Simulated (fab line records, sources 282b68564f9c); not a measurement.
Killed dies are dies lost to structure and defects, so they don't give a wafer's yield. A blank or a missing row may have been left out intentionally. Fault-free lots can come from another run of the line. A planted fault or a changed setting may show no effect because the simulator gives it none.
fab line records | flow rit-cmos
record: lots: 16 | wafers: 48 | last-day: 7
route steps=202 shown PWELL@42
lots that met no fault: from a run of the same line without faults
start-h: the number of hours between the record's first day and the start of the first shown wafer of the lot | wait-h: hours elapsed since this lot's preceding step | " the same as in the row above | L1.1+2: several wafers, shown together as one row | - no value, or no start was given | * or withheld: withheld | < > ~ a bound
route shown NAME@n: names a module that has steps shown in the file, with the first one's number in the route | usual: mean/standard deviation of fault-free wafers | same: alike in all rows | chamber/n: place in a boat | sites: per-site readings | _std_site: their standard deviation | _edge_site: inner sites' mean taken away from outer sites' mean | radius-mm: how far each site lies from the wafer's centre | mask NAME#n: copy n | behind: the tool/chamber that last shaped the wafer | hold: what put the lot on hold/how long, in hours/how the hold closed | device: names the non-switching transistor (n, p or np) | end of line: the same wafers' tests at the end of the route | for a step that has no rows: nothing shown but its recipe | killed: dies that structure and defects cost at the first sort, which is not the same as the wafer's yield | map: shows each die of a wafer: x if killed, . if not, _ if none is there
set.NAME: the setting that was run; set.NAME@STEP: the one run at that earlier step | model.NAME: the simulator's own value behind a step, which no gauge read
route steps across a sampled set of lots; one table per step, one row per wafer
services: a tool's chamber out of use, with start hour (start-h, from the record's first day; less than 0 if before it), hours out, and reason
== steps ==
step: RIT_PWELL_EXPOSE_03
recipe: mask-id: M3 | na: 0.57 | target-cd-nm: 43700 | dose-mj: 250
usual: focus-offset-nm: 0.1/0.49 | stage-vel-mm-s: 500.0/0.3
lot.wafer | tool             | chamber | start-h | wait-h | mask | focus-offset-nm | stage-vel-mm-s
L732.3    | iline-stepper-02 | 0       | 21.90   | 0.1    | M3#0 | 0.1             | 499.9
L732.4    | "                | 0       | "       | "      | M3#0 | 0.2             | 499.9
L732.5    | "                | 0       | "       | "      | M3#0 | -0.2            | 500.2
L733.1    | iline-stepper-02 | 0       | 26.49   | 0.1    | M3#0 | 0.5             | 500.3
L733.5    | "                | 0       | "       | "      | M3#0 | 0.0             | 499.8
L733.6    | "                | 0       | "       | "      | M3#0 | 1.1             | 500.0
L735.1    | iline-stepper-01 | 0       | 37.94   | 0.1    | M3#0 | 0.7             | 500.4
L735.2    | "                | 0       | "       | "      | M3#0 | 1.1             | 500.2
L735.5    | "                | 0       | "       | "      | M3#0 | 0.5             | 500.1
L736.2    | iline-stepper-01 | 0       | 43.24   | 0.1    | M3#0 | 0.0             | 499.8
L736.5    | "                | 0       | "       | "      | M3#0 | 0.5             | 499.9
L736.6    | "                | 0       | "       | "      | M3#0 | 0.4             | 500.4
L737.1    | iline-stepper-02 | 0       | 47.06   | 0.2    | M3#0 | 0.5             | 499.7
L737.2    | "                | 0       | "       | "      | M3#0 | 0.0             | 499.9
L737.4    | "                | 0       | "       | "      | M3#0 | 0.0             | 499.6
L739.2    | iline-stepper-01 | 0       | 57.59   | 0.2    | M3#0 | 0.0             | 499.8
L739.5    | "                | 0       | "       | "      | M3#0 | -0.2            | 500.2
L739.6    | "                | 0       | "       | "      | M3#0 | 0.1             | 500.0
L740.3    | iline-stepper-01 | 0       | 62.67   | 0.1    | M3#0 | -0.1            | 500.0
L740.4    | "                | 0       | "       | "      | M3#0 | -1.2            | 500.0
L740.5    | "                | 0       | "       | "      | M3#0 | -0.3            | 499.9
L741.1    | iline-stepper-02 | 0       | 67.33   | 0.2    | M3#0 | -0.3            | 500.0
L741.5    | "                | 0       | "       | "      | M3#0 | 0.6             | 499.8
L741.6    | "                | 0       | "       | "      | M3#0 | 0.2             | 499.8
L742.1    | iline-stepper-01 | 0       | 71.65   | 0.2    | M3#0 | 0.4             | 499.3
L742.2    | "                | 0       | "       | "      | M3#0 | 0.1             | 499.4
L742.4    | "                | 0       | "       | "      | M3#0 | 0.7             | 499.7
L743.2    | iline-stepper-01 | 0       | 76.52   | 0.2    | M3#0 | -0.1            | 500.2
L743.5    | "                | 0       | "       | "      | M3#0 | 0.0             | 499.7
L743.6    | "                | 0       | "       | "      | M3#0 | -0.6            | 499.8
L748.1    | iline-stepper-01 | 0       | 103.09  | 0.1    | M3#0 | 0.1             | 500.3
L748.3    | "                | 0       | "       | "      | M3#0 | -0.6            | 500.2
L748.4    | "                | 0       | "       | "      | M3#0 | -0.4            | 500.3
L749.2    | iline-stepper-01 | 0       | 106.53  | 0.1    | M3#0 | 0.5             | 500.1
L749.3    | "                | 0       | "       | "      | M3#0 | 0.4             | 500.5
L749.5    | "                | 0       | "       | "      | M3#0 | 0.3             | 500.2
L750.2    | iline-stepper-01 | 0       | 112.04  | 0.1    | M3#0 | -1.0            | 500.0
L750.3    | "                | 0       | "       | "      | M3#0 | -0.5            | 499.7
L750.6    | "                | 0       | "       | "      | M3#0 | -0.6            | 499.8
L751.1    | iline-stepper-01 | 0       | 117.47  | 0.2    | M3#0 | 0.1             | 500.4
L751.4    | "                | 0       | "       | "      | M3#0 | -0.5            | 500.5
L751.6    | "                | 0       | "       | "      | M3#0 | -0.3            | 500.0
L752.2    | iline-stepper-01 | 0       | 121.35  | 0.1    | M3#0 | -0.6            | 500.7
L752.3    | "                | 0       | "       | "      | M3#0 | 0.0             | 500.2
L752.6    | "                | 0       | "       | "      | M3#0 | 0.4             | 500.5
L755.4    | iline-stepper-02 | 0       | 137.87  | 0.2    | M3#0 | 0.3             | 500.0
L755.5    | "                | 0       | "       | "      | M3#0 | 0.5             | 499.8
L755.6    | "                | 0       | "       | "      | M3#0 | 0.2             | 500.0
step: RIT_PWELL_OVL_MEAS_06
usual: PWELL_OVL: 0.6/1.5
lot.wafer | tool       | chamber | start-h | wait-h | PWELL_OVL[nm]
L732.3    | overlay-01 | -       | 22.30   | -      | -0.7
L732.4    | "          | -       | "       | "      | -0.9
L732.5    | "          | -       | "       | "      | -0.1
L733.1    | overlay-02 | -       | 26.92   | -      | -1.7
L733.5    | "          | -       | "       | "      | -0.6
L733.6    | "          | -       | "       | "      | 0.3
L735.1    | overlay-01 | -       | 38.37   | -      | 0.8
L735.2    | "          | -       | "       | "      | 2.0
L735.5    | "          | -       | "       | "      | 0.2
L736.2    | overlay-01 | -       | 43.65   | -      | 0.3
L736.5    | "          | -       | "       | "      | 0.9
L736.6    | "          | -       | "       | "      | 2.4
L737.1    | overlay-02 | -       | 47.65   | -      | 1.5
L737.2    | "          | -       | "       | "      | -0.9
L737.4    | "          | -       | "       | "      | 0.6
L739.2    | overlay-01 | -       | 58.00   | -      | 1.8
L739.5    | "          | -       | "       | "      | 3.0
L739.6    | "          | -       | "       | "      | 3.0
L740.3    | overlay-01 | -       | 63.08   | -      | -1.0
L740.4    | "          | -       | "       | "      | -0.6
L740.5    | "          | -       | "       | "      | -1.8
L741.1    | overlay-01 | -       | 67.76   | -      | -0.1
L741.5    | "          | -       | "       | "      | 0.0
L741.6    | "          | -       | "       | "      | 0.7
L742.1    | overlay-01 | -       | 72.09   | -      | -1.0
L742.2    | "          | -       | "       | "      | 0.2
L742.4    | "          | -       | "       | "      | -1.7
L743.2    | overlay-01 | -       | 77.20   | -      | 1.8
L743.5    | "          | -       | "       | "      | 1.4
L743.6    | "          | -       | "       | "      | 1.4
L748.1    | overlay-02 | -       | 103.52  | -      | -1.1
L748.3    | "          | -       | "       | "      | -0.6
L748.4    | "          | -       | "       | "      | 0.9
L749.2    | overlay-01 | -       | 106.94  | -      | 362.1
L749.3    | "          | -       | "       | "      | 362.9
L749.5    | "          | -       | "       | "      | 362.4
L750.2    | overlay-02 | -       | 112.45  | -      | 362.5
L750.3    | "          | -       | "       | "      | 363.1
L750.6    | "          | -       | "       | "      | 364.0
L751.1    | overlay-02 | -       | 117.91  | -      | 363.0
L751.4    | "          | -       | "       | "      | 364.8
L751.6    | "          | -       | "       | "      | 362.9
L752.2    | overlay-02 | -       | 121.76  | -      | 361.2
L752.3    | "          | -       | "       | "      | 361.2
L752.6    | "          | -       | "       | "      | 360.4
L755.4    | overlay-02 | -       | 138.26  | -      | -0.5
L755.5    | "          | -       | "       | "      | 0.7
L755.6    | "          | -       | "       | "      | 1.7
== services ==
tool             | chamber | start-h | hours | kind
iline-stepper-01 | -       | 25.66   | 1.7   | pm
iline-stepper-02 | -       | 28.46   | 15.0  | repair
iline-stepper-02 | -       | 29.47   | 7.1   | repair
iline-stepper-02 | -       | 53.69   | 1.7   | pm
iline-stepper-02 | -       | 129.54  | 4.4   | pm
== key ==
first-sign: step: RIT_PWELL_OVL_MEAS_06 | reading: PWELL_OVL | direction: up | sigmas: 99+ | usual: 0.6 | struck: 362.5
effect none on later readings
met-at RIT_PWELL_EXPOSE_03
struck-lots L749,L750,L751,L752
tester-left-out L749,L750,L751,L752
onset-between 103.09 106.53
fault: kind: scanner-matching-overlay | tool: iline-stepper-01 | chamber: - | onset-h: 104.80 | steps: RIT_PWELL_EXPOSE_03 | offset: 360
tester-left-out: of these lots the tester's yield and bins aren't shown, on N5 and GAA mostly nor the transistor test; their killed dies are dies lost to structure and defects alone, not to doping, threshold or leakage, so they don't give the yield
